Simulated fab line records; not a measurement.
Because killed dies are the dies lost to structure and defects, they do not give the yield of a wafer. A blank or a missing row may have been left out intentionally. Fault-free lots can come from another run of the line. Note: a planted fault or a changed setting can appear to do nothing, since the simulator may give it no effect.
One fault seen from 2 desks -- flow berkeleyCmos170 -- every desk sees just its own numbers, and what lay behind them comes last

== THE METROLOGY DESK ==
What the gauges read, lot by lot, whatever tool the lot ran on: means of the sampled wafers that have a number. Any lot whose mean is over 4 standard deviations away from the usual mean is out of limits and marked OUT; that distance is given in the brackets.
Columns: A = V2_BOW at UCB170_V2_BOW_MEAS_03, usual 36 um; B = cdNm at UCB170_V2_CD_MEAS_90, usual 700.6 nm
lot,first seen here,A,B
L341,day 8 14:40,43,700.6
L340,day 8 14:56,32,700.5
L342,day 9 01:41,34,701.0
L343,day 9 03:44,36,700.6
L345,day 9 11:23,35,701.2
L344,day 9 13:07,35,701.9
L346,day 9 13:31,42,700.8
L348,day 10 12:04,33,699.0
L354,day 11 14:16,34,702.8
L356,day 12 07:53,31,700.3
L358,day 12 09:41,44,699.1
L360,day 12 23:06,45,701.3
L361,day 13 08:31,39,700.6
L363,day 13 15:46,32,701.7
This desk found nothing out of limits on any of the 14 lots.

== THE TOOL OWNER'S DESK: cmp-01 ==
The tool's own readings at UCB170_V1_CMP_02 (polishes SiO2): means of the sampled wafers that have a number, for each lot that ran on this tool. Any lot whose mean is over 4 standard deviations away from the usual mean is out of limits and marked OUT; that distance is given in the brackets.
Columns: A = motorCurrentA at UCB170_V1_CMP_02, usual 16.8 A; B = platenRpm at UCB170_V1_CMP_02, usual 59.99 rpm
lot,first seen here,A,B
L340,day 8 07:49,15.9,59.99
L342,day 8 20:21,16.0,59.97
L345,day 9 06:07,15.8,60.00
L346,day 9 07:22,15.6,60.00
L354,day 11 07:53,16.4,44.99 (-99 or more) OUT
L356,day 12 01:52,16.3,44.99 (-99 or more) OUT
Finding of this desk: L354, L356 out of limits; the first was L354 at day 11 07:53, on platenRpm at UCB170_V1_CMP_02. L340, L342, L345, L346: within limits.

== BROUGHT TOGETHER ==
The tool owner's desk had the chance to raise an alarm at day 11 07:53 on L354, L356.
At the metrology desk, nothing out of limits was observed.
The metrology desk holds a record of L354, L356, inside its limits.
UCB170_V1_CMP_02 was run on cmp-01 by each of the lots named.

== WHAT THE SIMULATOR HAD INSERTED ==
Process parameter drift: cmp-01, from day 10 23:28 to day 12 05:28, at UCB170_V1_CMP_02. A move of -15 in setting platenRpm, from 60. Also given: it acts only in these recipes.
Shown lots that were struck: L354, L356.
Each desk's first reading out of limits, in hours after the fault started: the tool owner's desk, 8.
